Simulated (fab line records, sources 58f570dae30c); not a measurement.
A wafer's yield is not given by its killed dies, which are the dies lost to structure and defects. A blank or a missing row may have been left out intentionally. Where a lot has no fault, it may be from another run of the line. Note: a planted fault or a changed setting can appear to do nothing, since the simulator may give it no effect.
Which tool did it?	flow berkeley cmos170	21 wafers from 7 lots sampled at 3 of the route's 331 steps

## WHAT THE GAUGES READ, wafer by wafer
UCB170_V1_CD_MEAS_12: target cd 700 nm.
lot	measured	on	cd nm (nm)
L939	day 7 05:38	cd sem-01	699.5 701.3 700.8
L940	day 7 21:47	cd sem-01	698.6 700.1 698.6
L943	day 8 12:11	cd sem-01	699.4 699.5 698.5
L947	day 9 13:00	cd sem-01	700.4 699.8 700.5
L952	day 10 02:54	cd sem-02	701.4 701.5 700.8
L951	day 10 11:34	cd sem-02	692.3 691.4 693.1 691.6 691.5 692.6
L959	day 12 05:16	cd sem-02	698.9 699.6 698.1

## WHAT TOOL EACH LOT RAN ON (gives the tool, then ch and the chambers of the sampled wafers, and finally the start)
lot	UCB170_V1_CMP_02	UCB170_V1_COAT_07
L939	cmp-02 ch 0,2, day 7 03:45	litho track-03 ch 0, day 7 04:37
L940	cmp-02 ch 1,2,3, day 7 20:12	litho track-02 ch 0, day 7 20:56
L943	cmp-02 ch 0,1,2, day 8 10:27	litho track-02 ch 0, day 8 11:16
L947	cmp-02 ch 2,3, day 9 08:14	litho track-02 ch 0, day 9 11:49
L952	cmp-01 ch 1,2,3, day 10 01:24	litho track-01 ch 0, day 10 02:12
L951	cmp-02 ch 0,1, day 10 09:32	litho track-02 ch 0, day 10 10:29
L959	cmp-01 ch 0,2,3, day 12 00:47	litho track-01 ch 0, day 12 04:28
- UCB170_V1_CMP_02: polishes SiO2.
- UCB170_V1_COAT_07: resist thk 900 nm.

## THE ANSWER, worked out from the rows above alone
Rule: the usual values come from the lots themselves. The widest of any qualifying gaps counts: lots, ordered by their means at a reading, are off when they make up no more than a third of the lots, leave a main group of 4 or more, and stand apart from it by 3 or more times the standard deviation of that group's means. A main group whose means are all the same, to the digits that the tables above print for the reading, isn't used. A lot without any number at a reading at which 4 lots or more have one is off too. Where the step has rows for the other lots, those lots are counted as sound.
Off, at UCB170_V1_CD_MEAS_12 on cd nm: L951. Mean 699.9 nm and standard deviation 0.87 in the main group.
If a tool, at a process step before that reading, ran all the lots that are off and no sound lot after the first of them, it fits. Those tools and the gauges at UCB170_V1_CD_MEAS_12 are tried in the same way. Can't be told from this: 2 tools fit, cmp-02 at UCB170_V1_CMP_02, litho track-02 at UCB170_V1_COAT_07.

## WHAT WAS PUT IN BY THE SIMULATOR
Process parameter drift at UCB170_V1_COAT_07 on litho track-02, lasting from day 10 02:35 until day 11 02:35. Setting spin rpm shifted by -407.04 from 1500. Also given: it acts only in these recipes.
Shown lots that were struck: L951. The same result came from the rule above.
